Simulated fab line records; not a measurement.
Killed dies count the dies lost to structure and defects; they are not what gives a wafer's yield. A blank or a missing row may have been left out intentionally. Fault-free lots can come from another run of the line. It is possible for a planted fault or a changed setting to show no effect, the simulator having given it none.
Which tool did it? :: flow rit_cmos :: 11 lots with 33 wafers sampled at 2 steps, on a route of 202 steps

WHAT THE GAUGES READ, wafer by wafer
RIT_CONTACT_CD_MEAS_08: the cd target is 1000 nm.
lot: L705
measured: day 3 04:31
on: cd_sem-02
cd_nm (nm): 1000.6 1000.3 1000.6

lot: L706
measured: day 3 11:06
on: cd_sem-01
cd_nm (nm): 1002.4 1000.0 1002.8

lot: L707
measured: day 3 15:56
on: cd_sem-02
cd_nm (nm): 995.8 994.5 997.0

lot: L708
measured: day 3 20:46
on: cd_sem-02
cd_nm (nm): 1000.2 1001.5 1000.1

lot: L709
measured: day 4 00:49
on: cd_sem-02
cd_nm (nm): 994.9 994.0 993.7

lot: L710
measured: day 4 05:55
on: cd_sem-02
cd_nm (nm): 1003.0 1002.5 1002.2

lot: L711
measured: day 4 09:25
on: cd_sem-01
cd_nm (nm): 998.0 997.3 999.8

lot: L719
measured: day 6 04:17
on: cd_sem-02
cd_nm (nm): 1011.8 1020.4 1027.7

lot: L722
measured: day 6 17:42
on: cd_sem-02
cd_nm (nm): 996.6 998.0 998.9

lot: L724
measured: day 7 07:25
on: cd_sem-01
cd_nm (nm): 1001.8 1002.3 1000.9

lot: L726
measured: day 7 15:40
on: cd_sem-02
cd_nm (nm): 998.3 996.1 1000.2

WHICH TOOL RAN EACH LOT (tool, then ch and the chambers of the sampled wafers, then the start)
lot: L705
RIT_CONTACT_EXPOSE_05: iline_stepper-01 ch 0, day 3 03:56

lot: L706
RIT_CONTACT_EXPOSE_05: iline_stepper-02 ch 0, day 3 10:35

lot: L707
RIT_CONTACT_EXPOSE_05: iline_stepper-01 ch 0, day 3 15:26

lot: L708
RIT_CONTACT_EXPOSE_05: iline_stepper-02 ch 0, day 3 20:15

lot: L709
RIT_CONTACT_EXPOSE_05: iline_stepper-02 ch 0, day 4 00:18

lot: L710
RIT_CONTACT_EXPOSE_05: iline_stepper-01 ch 0, day 4 05:24

lot: L711
RIT_CONTACT_EXPOSE_05: iline_stepper-02 ch 0, day 4 08:55

lot: L719
RIT_CONTACT_EXPOSE_05: iline_stepper-01 ch 0, day 6 03:47

lot: L722
RIT_CONTACT_EXPOSE_05: iline_stepper-02 ch 0, day 6 17:11

lot: L724
RIT_CONTACT_EXPOSE_05: iline_stepper-02 ch 0, day 7 06:53

lot: L726
RIT_CONTACT_EXPOSE_05: iline_stepper-02 ch 0, day 7 15:08
- RIT_CONTACT_EXPOSE_05: exposes mask M11, target cd 1000 nm.

THE ANSWER, worked out from the rows above alone
Rule: usual is defined by the lots themselves. The widest of any qualifying gaps counts: lots, ordered by their means at a reading, are off when they make up no more than a third of the lots, leave a main group of 4 or more, and stand apart from it by 3 or more times the standard deviation of that group's means. A main group whose means are all the same, to the digits that the tables above print for the reading, isn't used. Also off: a lot with no number at a reading for which 4 or more lots have one. Any other lot the step has rows for is counted as sound.
Off: L719 (RIT_CONTACT_CD_MEAS_08, cd_nm). Mean 999.1 nm and standard deviation 2.6 in the main group.
A tool fits if, at a process step before that reading, it ran every lot that is off, and no sound lot after the first of them. Those tools and the gauges at RIT_CONTACT_CD_MEAS_08 are tried in the same way. One candidate fits, namely iline_stepper-01 at RIT_CONTACT_EXPOSE_05. A fault onset in the window from L710 (day 4 05:24, its last sound lot) to L719 (day 6 03:47, its first lot off) fits.

WHAT THE SIMULATOR HAD INSERTED
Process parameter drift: iline_stepper-01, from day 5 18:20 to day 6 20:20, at RIT_CONTACT_EXPOSE_05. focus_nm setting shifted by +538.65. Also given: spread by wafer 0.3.
Shown lots that were struck: L719. The rule above reached the same finding.
